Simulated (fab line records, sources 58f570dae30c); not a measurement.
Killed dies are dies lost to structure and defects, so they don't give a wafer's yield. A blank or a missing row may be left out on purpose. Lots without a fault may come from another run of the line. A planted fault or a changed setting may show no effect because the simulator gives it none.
Tool commonality check | flow berkeley_cmos170 | 14 lots, 42 wafers sampled

WHY IT WAS OPENED
At UCB170_SDANNEAL_RS_MEAS_04 the reading PLDD_RS is flagged on 2 of 14 lots. Wafers without a fault read 1031.8 ohm/sq, standard deviation 2.7.
Rule: a lot is flagged when every wafer of it that has a number lies more than 4 standard deviations from that mean, or none has a number. The other lots count as sound.

lot  | measured     | on            | PLDD_RS (ohm/sq), wafer by wafer | flag
L919 | day 7 03:10  | film_metro-03 | 1033.4 1034.3 1037.5             |
L916 | day 7 03:35  | film_metro-04 | 1034.2 1032.7 1033.5             |
L917 | day 7 03:49  | film_metro-03 | 1031.0 1033.7 1035.9             |
L920 | day 8 05:36  | film_metro-02 | 1032.7 1034.4 1029.8             |
L922 | day 8 05:55  | film_metro-04 | 1032.4 1032.9 1032.8             |
L923 | day 8 17:42  | film_metro-04 | 1029.4 1027.2 1030.9             |
L925 | day 8 18:00  | film_metro-02 | 1028.0 1026.9 1029.5             |
L932 | day 9 20:51  | film_metro-02 | 1058.6 1057.7 1061.3             | FLAGGED
L935 | day 10 08:34 | film_metro-03 | 1029.8 1032.0 1032.6             |
L933 | day 10 08:42 | film_metro-02 | 1060.2 1062.7 1062.5             | FLAGGED
L936 | day 11 00:59 | film_metro-02 | 1037.0 1037.1 1037.7             |
L937 | day 11 10:56 | film_metro-02 | 1031.3 1030.5 1032.1             |
L938 | day 11 11:05 | film_metro-03 | 1031.5 1033.9 1033.2             |
L939 | day 11 21:46 | film_metro-03 | 1032.3 1034.5 1031.7             |
The numbers of the flagged lots are 1060.5 ohm/sq on average: +28.7 ohm/sq against the usual, or +11 standard deviations.

WHICH TOOL RAN EACH LOT
The record holds 1 process step before the reading, out of a route of 331 steps. In each cell: the tool, then ch and the chambers that the sampled wafers went through, then the start.
lot  | flag    | UCB170_PLDD_IMPLANT_09
L919 |         | implanter-01 ch 0, day 6 15:07
L916 |         | implanter-04 ch 0, day 6 15:20
L917 |         | implanter-03 ch 0, day 6 15:38
L920 |         | implanter-03 ch 0, day 7 13:26
L922 |         | implanter-01 ch 0, day 7 18:58
L923 |         | implanter-03 ch 0, day 8 06:31
L925 |         | implanter-01 ch 0, day 8 06:08
L932 | FLAGGED | implanter-04 ch 0, day 9 07:24
L935 |         | implanter-01 ch 0, day 9 16:40
L933 | FLAGGED | implanter-04 ch 0, day 9 17:44
L936 |         | implanter-03 ch 0, day 10 09:41
L937 |         | implanter-01 ch 0, day 10 21:34
L938 |         | implanter-03 ch 0, day 10 21:40
L939 |         | implanter-03 ch 0, day 11 09:58
What these steps do:
- UCB170_PLDD_IMPLANT_09
- UCB170_SDANNEAL_RS_MEAS_04: measures by four-point-probe.

FLAGGED OVER TOTAL, TOOL BY TOOL (the gauges that took the reading come last)
step                       | tool          | lots run | flagged | share of the flagged lots | sound lots run after its first flagged lot
UCB170_PLDD_IMPLANT_09     | implanter-01  | 5        | 0       | none                      | -
UCB170_PLDD_IMPLANT_09     | implanter-03  | 6        | 0       | none                      | -
UCB170_PLDD_IMPLANT_09     | implanter-04  | 3        | 2       | all                       | 0
UCB170_SDANNEAL_RS_MEAS_04 | film_metro-02 | 6        | 2       | all                       | 2 (L936,L937)
UCB170_SDANNEAL_RS_MEAS_04 | film_metro-03 | 5        | 0       | none                      | -
UCB170_SDANNEAL_RS_MEAS_04 | film_metro-04 | 3        | 0       | none                      | -

WHAT THE TABLE ALLOWS
2 rows of the table ran every flagged lot: implanter-04 at UCB170_PLDD_IMPLANT_09, film_metro-02 at UCB170_SDANNEAL_RS_MEAS_04.
- implanter-04 at UCB170_PLDD_IMPLANT_09: 2 of its 3 lots flagged. Its last sound lot is L916 (day 6 15:20), its first flagged lot L932 (day 9 07:24): a fault that began between those two fits.
- film_metro-02 at UCB170_SDANNEAL_RS_MEAS_04: 2 of its 6 lots flagged. Sound lots ran on it after the first flagged one (L936, L937), which a lasting fault on the whole tool wouldn't allow.
One tool is left: implanter-04 at UCB170_PLDD_IMPLANT_09.

WHAT THE SIMULATOR HAD PUT IN
Process parameter drift: implanter-04, from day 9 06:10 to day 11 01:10, at UCB170_PLDD_IMPLANT_09. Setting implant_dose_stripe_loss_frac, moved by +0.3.
Lots struck among those shown: L932, L933. The rule above found the same.
